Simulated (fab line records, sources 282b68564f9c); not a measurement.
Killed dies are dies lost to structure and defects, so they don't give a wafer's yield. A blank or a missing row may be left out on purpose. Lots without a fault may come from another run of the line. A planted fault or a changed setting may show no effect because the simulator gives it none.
Which tool did it? | flow rit_cmos | 15 lots, 45 wafers sampled, at 2 steps of a route of 202

WHAT THE GAUGES READ, wafer by wafer
RIT_PRETRO_TW_MEAS_10.
lot  | measured    | on            | PRETRO_TW
L141 | day 2 08:48 | film_metro-01 | 485 480 483
L142 | day 2 15:22 | film_metro-04 | 474 474 476
L143 | day 2 20:36 | film_metro-03 | 473 475 475
L144 | day 3 03:13 | film_metro-04 | 475 476 474
L145 | day 3 09:43 | film_metro-03 | 472 470 472
L146 | day 3 15:29 | film_metro-03 | 471 471 471
L148 | day 3 22:48 | film_metro-03 | 472 475 471
L149 | day 4 04:07 | film_metro-03 | 474 473 474
L151 | day 4 12:23 | film_metro-03 | 473 476 474
L152 | day 4 17:21 | film_metro-03 | 455 456 451
L153 | day 4 21:10 | film_metro-04 | 451 452 452
L157 | day 5 17:25 | film_metro-01 | 462 462 465
L159 | day 6 04:29 | film_metro-01 | 479 478 478
L162 | day 6 19:20 | film_metro-01 | 483 479 481
L164 | day 7 05:21 | film_metro-03 | 476 475 474

WHICH TOOL RAN EACH LOT (tool, then ch and the chambers of the sampled wafers, then the start)
lot  | RIT_PRETRO_IMPLANT_08
L141 | implanter-04 ch 0, day 2 08:28
L142 | implanter-01 ch 0, day 2 15:04
L143 | implanter-04 ch 0, day 2 20:17
L144 | implanter-02 ch 0, day 3 02:53
L145 | implanter-02 ch 0, day 3 09:24
L146 | implanter-04 ch 0, day 3 15:10
L148 | implanter-04 ch 0, day 3 22:29
L149 | implanter-01 ch 0, day 4 03:47
L151 | implanter-01 ch 0, day 4 12:06
L152 | implanter-01 ch 0, day 4 17:02
L153 | implanter-01 ch 0, day 4 20:50
L157 | implanter-01 ch 0, day 5 17:05
L159 | implanter-04 ch 0, day 6 04:10
L162 | implanter-04 ch 0, day 6 19:01
L164 | implanter-04 ch 0, day 7 05:02
- RIT_PRETRO_IMPLANT_08

WHAT THE TOOLS THEMSELVES READ (means of the sampled wafers that have a number; where no wafer has one, the mark that the record gives instead)
RIT_PRETRO_IMPLANT_08.
lot  | tool         | beam_energy_keV
L141 | implanter-04 | 44.983
L142 | implanter-01 | 44.995
L143 | implanter-04 | 45.016
L144 | implanter-02 | 44.998
L145 | implanter-02 | 45.006
L146 | implanter-04 | 45.001
L148 | implanter-04 | 44.997
L149 | implanter-01 | 44.990
L151 | implanter-01 | 45.005
L152 | implanter-01 | 34.866
L153 | implanter-01 | 34.856
L157 | implanter-01 | 34.860
L159 | implanter-04 | 44.999
L162 | implanter-04 | 45.002
L164 | implanter-04 | 45.005

THE ANSWER, worked out from the rows above alone
Rule: what is usual is taken from the lots themselves. Put in order of their means at a reading, lots are off if they are a third of the lots or fewer, leave a main group of 4 or more, and stand apart from it by a gap of 3 or more times the standard deviation of the main group's means; of several such gaps the widest counts. A main group whose means are all the same, to the digits that the tables above print for the reading, isn't used. A lot without any number at a reading at which 4 lots or more have one is off too. The other lots that the step has rows for count as sound. The gauges are gone through in route order, then the tools' own readings, and for those a lot's mean is taken as printed above. The first step at which some lot is off is used, and at that step the reading that is off furthest; a lot without a number counts as furthest.
Off: L152, L153, L157, at RIT_PRETRO_IMPLANT_08 (beam_energy_keV). The main group: mean 45.000, standard deviation 0.008.
A tool fits if, at that step or a process step before it, it ran every lot that is off, and no sound lot after the first of them. One fits: implanter-01 at RIT_PRETRO_IMPLANT_08. Its last sound lot is L151 (day 4 12:06), its first lot that is off L152 (day 4 17:02): a fault that began between those two fits.
The tool's own readings at RIT_PRETRO_IMPLANT_08 bear it out: on the lots that are off they differ by more than 5 times the standard deviation of the sound lots' means. beam_energy_keV reads 34.861 there against 45.000 on the sound lots.

WHAT THE SIMULATOR HAD PUT IN
Process parameter drift: implanter-01, from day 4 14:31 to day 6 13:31, at RIT_PRETRO_IMPLANT_08. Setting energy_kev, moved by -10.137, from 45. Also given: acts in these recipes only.
Lots struck among those shown: L152, L153, L157. The rule above found the same.
